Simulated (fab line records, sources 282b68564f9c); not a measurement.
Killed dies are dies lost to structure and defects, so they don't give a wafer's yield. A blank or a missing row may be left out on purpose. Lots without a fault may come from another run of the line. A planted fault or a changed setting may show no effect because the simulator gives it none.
Split-lot experiment | flow rit_cmos | 5 lots, 23 wafers read, on a route of 202 steps

THE SPLIT
At RIT_PWELL_COAT_01 (resist thk 1300 nm), the setting resist_thk_nm was moved away from the recipe's 1300 nm on 6 of the 23 wafers read, by -5.3% to +3.9%. The other wafers ran this setting at the recipe's value.

FROM THE SPLIT TO THE READING: what the file shows between them, 3 steps
- RIT_PWELL_SOFTBAKE_02: time 60 s
- RIT_PWELL_EXPOSE_03: exposes mask M3, target cd 43700 nm
- RIT_PWELL_DEVELOP_05: develop time 68 s

THE READING
NOVOLAK_of_PWELL_COAT_01.thk_nm (the simulator's own value, which no gauge read), in nm, at RIT_PWELL_HARDBAKE_07 (time 120 s). The file gives no usual value for it. The 17 wafers here that ran the recipe average 1137 nm, standard deviation 1.9 nm.

wafer  | tool, chamber at the split | resist_thk_nm as run, nm | against the recipe | NOVOLAK_of_PWELL_COAT_01.thk_nm, nm | against lot-mates on the recipe
L074.1 | litho_track-02, 0          | 1300                     | recipe             | 1136                                | -
L074.2 | litho_track-02, 0          | 1300                     | recipe             | 1137                                | -
L074.4 | litho_track-02, 0          | 1300                     | recipe             | 1137                                | -
L074.5 | litho_track-02, 0          | 1300                     | recipe             | 1139                                | -
L074.6 | litho_track-02, 0          | 1300                     | recipe             | 1140                                | -
L076.2 | litho_track-01, 0          | 1300                     | recipe             | 1137                                | -
L076.3 | litho_track-01, 0          | 1300                     | recipe             | 1135                                | -
L076.4 | litho_track-01, 0          | 1300                     | recipe             | 1139                                | -
L076.5 | litho_track-01, 0          | 1300                     | recipe             | 1134                                | -
L076.6 | litho_track-01, 0          | 1300                     | recipe             | 1136                                | -
L077.1 | litho_track-02, 0          | 1231                     | -5.3%              | 1076                                | -58
L077.4 | litho_track-02, 0          | 1231                     | -5.3%              | 1076                                | -58
L077.2 | litho_track-02, 0          | 1300                     | recipe             | 1135                                | -
L077.3 | litho_track-02, 0          | 1300                     | recipe             | 1134                                | -
L077.6 | litho_track-02, 0          | 1231                     | -5.3%              | 1073                                | -62
L082.2 | litho_track-01, 0          | 1351                     | +3.9%              | 1183                                | +44
L082.4 | litho_track-01, 0          | 1351                     | +3.9%              | 1183                                | +44
L082.5 | litho_track-01, 0          | 1351                     | +3.9%              | 1183                                | +44
L082.3 | litho_track-01, 0          | 1300                     | recipe             | 1138                                | -
L082.6 | litho_track-01, 0          | 1300                     | recipe             | 1139                                | -
L085.3 | litho_track-01, 0          | 1300                     | recipe             | 1140                                | -
L085.4 | litho_track-01, 0          | 1300                     | recipe             | 1138                                | -
L085.5 | litho_track-01, 0          | 1300                     | recipe             | 1138                                | -

THE FIT
A straight line over all 23 wafers: NOVOLAK_of_PWELL_COAT_01.thk_nm changes by +11.7 nm for each +1% of resist_thk_nm; r = +1.00; the points scatter about the line by 1.8 nm.
The same after taking each lot's own level away (the mean of its wafers on the recipe; 23 wafers): +11.3 nm for each +1%; r = +1.00; scatter 1.3 nm.
On that fit, the largest move of resist_thk_nm shifts the reading by 60 nm.
The lots' own levels span 1134.5 to 1138.7 nm, that is 2.2 times the standard deviation above.
So the lot-to-lot level changes the slope little: the two slopes agree.
Check: with one of the wafers moved furthest among these (-5.3%) left out of the fit, the line predicts -60.1 nm for it against its lot-mates. It came out at -58.5 nm against them.

OTHER SPLITS ON THESE WAFERS
These wafers also went through other splits before the reading. Each is held against what the fit with the lots' levels taken away leaves over:
other split on the same wafers | wafers away from the commonest value | r with NOVOLAK_of_PWELL_COAT_01.thk_nm (lot level and that fit taken away)
RIT_ACTIVE_OXIDATION_01 temp_c | 15                                   | -0.01
RIT_ACTIVE_COAT_06 spin_rpm    | 8                                    | +0.20
RIT_ACTIVE_ETCH_13 rf_w        | 7                                    | +0.09

THE WHOLE CHAIN: every reading that the file lists as answering this split, in the file's order
step                  | what it does       | reading                                                                          | change (the file's fit)              | r (the file's)
RIT_PWELL_COAT_01     | resist thk 1300 nm | NOVOLAK_of_PWELL_COAT_01.thk_nm (the simulator's own value, which no gauge read) | +13.1 nm for each +1% of the setting | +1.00
RIT_PWELL_HARDBAKE_07 | time 120 s         | NOVOLAK_of_PWELL_COAT_01.thk_nm (the simulator's own value, which no gauge read) | +11.3 nm for each +1% of the setting | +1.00

THE FILE'S OWN FIT
NOVOLAK_of_PWELL_COAT_01.thk_nm changes by +11.3 nm for each +1% of resist_thk_nm, r = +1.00.
